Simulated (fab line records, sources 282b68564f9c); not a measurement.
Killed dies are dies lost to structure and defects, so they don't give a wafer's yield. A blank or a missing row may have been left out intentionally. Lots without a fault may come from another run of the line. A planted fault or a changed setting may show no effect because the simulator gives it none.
Split-lot study -- flow rit-cmos -- 23 wafers read across 5 lots, on a route 202 steps long

## ON THE SPLIT
At RIT_SILICIDE_SPUTTER_01 (material Ti, target thk 30 nm, time 240 s), the setting time-s was moved away from the recipe's 240 s on 8 of the 23 wafers read, by -9.8% to +8.4%. The other wafers ran this setting at the recipe's value.

## BETWEEN THE SPLIT AND THE READING: the file shows 1 step in between
- RIT_SILICIDE_RS_MEAS_02: measures by four-point-probe

## THE READING
SILICIDE_TI_THK, in nm, at RIT_SILICIDE_THK_MEAS_03 (measures by xrf). Typical for fault-free wafers on this fab line: 30.09 nm, with standard deviation 0.26 nm.

wafer,"tool, chamber at the split","time-s as run, s",against the recipe,"SILICIDE_TI_THK, nm",against lot-mates on the recipe
L074.1,"pvd-sputter-04, -",240,recipe,30.36,-
L074.2,"pvd-sputter-04, -",240,recipe,30.26,-
L074.3,"pvd-sputter-04, -",240,recipe,30.12,-
L074.4,"pvd-sputter-04, -",216.4,-9.8%,27.63,-2.62
L074.5,"pvd-sputter-04, -",216.4,-9.8%,26.93,-3.32
L075.1,"pvd-sputter-03, -",249.7,+4.0%,31.40,+1.44
L075.2,"pvd-sputter-03, -",249.7,+4.0%,31.44,+1.48
L075.4,"pvd-sputter-03, -",240,recipe,29.94,-
L075.5,"pvd-sputter-03, -",240,recipe,29.98,-
L075.6,"pvd-sputter-03, -",249.7,+4.0%,31.25,+1.29
L076.2,"pvd-sputter-04, -",240,recipe,30.10,-
L076.3,"pvd-sputter-04, -",260.2,+8.4%,32.70,+2.37
L076.4,"pvd-sputter-04, -",260.2,+8.4%,32.75,+2.42
L076.5,"pvd-sputter-04, -",260.2,+8.4%,32.67,+2.34
L076.6,"pvd-sputter-04, -",240,recipe,30.56,-
L080.1,"pvd-sputter-04, -",240,recipe,30.01,-
L080.2,"pvd-sputter-04, -",240,recipe,29.44,-
L080.4,"pvd-sputter-04, -",240,recipe,29.83,-
L084.1,"pvd-sputter-04, -",240,recipe,30.29,-
L084.2,"pvd-sputter-04, -",240,recipe,30.40,-
L084.4,"pvd-sputter-04, -",240,recipe,30.16,-
L084.5,"pvd-sputter-04, -",240,recipe,30.37,-
L084.6,"pvd-sputter-04, -",240,recipe,30.00,-

THE FIT
A straight line over all 23 wafers: SILICIDE_TI_THK changes by +0.299 nm for each +1% of time-s; r = +0.98; the points scatter about the line by 0.25 nm.
The same after taking each lot's own level away (the mean of its wafers on the recipe; 23 wafers): +0.297 nm for each +1%; r = +0.99; scatter 0.2 nm.
That fit puts the effect of the largest move of time-s on the reading at 2.9 nm.
The span of the lots' own levels, 29.760 to 30.330 nm, comes to 2.2 times the standard deviation stated above.
So the lot-to-lot level changes the slope little: the two slopes agree.
Check: -3.05 nm against its lot-mates is what the line predicts for one of the wafers moved furthest among these (-9.8%) when that wafer is left out of the fit. It came out at -2.62 nm against them.

## OTHER SPLITS ON THESE WAFERS
These wafers also went through other splits before the reading. Each is held against what the fit with the lots' levels taken away leaves over:
other split on the same wafers,wafers away from the commonest value,r with SILICIDE_TI_THK (lot level and that fit taken away)
RIT_GATE_STRIP_20 o2-flow-sccm,8,-0.08
RIT_NLDD_COAT_01 spin-rpm,6,-0.22
RIT_NLDD_HARDBAKE_07 temp-c,8,+0.03
RIT_PLDD_SOFTBAKE_02 temp-c,10,-0.11
RIT_PLDD_IMPLANT_08 energy-kev,4,-0.29
RIT_PSD_COAT_01 spin-rpm,5,+0.13
RIT_PSD_IMPLANT_08 dose-cm2,8,+0.20

## THE WHOLE CHAIN: every reading that the file lists as answering this split, in the file's order
step,what it does,reading,change (the file's fit),r (the file's)
RIT_SILICIDE_SPUTTER_01,"material Ti, target thk 30 nm, time 240 s","Ti_of_SILICIDE_SPUTTER_01.thk-nm (the simulator's own value, which no gauge read)",+0.297 nm for each +1% of the setting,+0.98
RIT_SILICIDE_RS_MEAS_02,measures by four-point-probe,SILICIDE_TI_RS,-0.601 for each +1% of the setting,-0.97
RIT_SILICIDE_THK_MEAS_03,measures by xrf,SILICIDE_TI_THK,+0.298 for each +1% of the setting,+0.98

## THE FILE'S OWN FIT
SILICIDE_TI_THK changes by +0.298 nm for each +1% of time-s, r = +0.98.
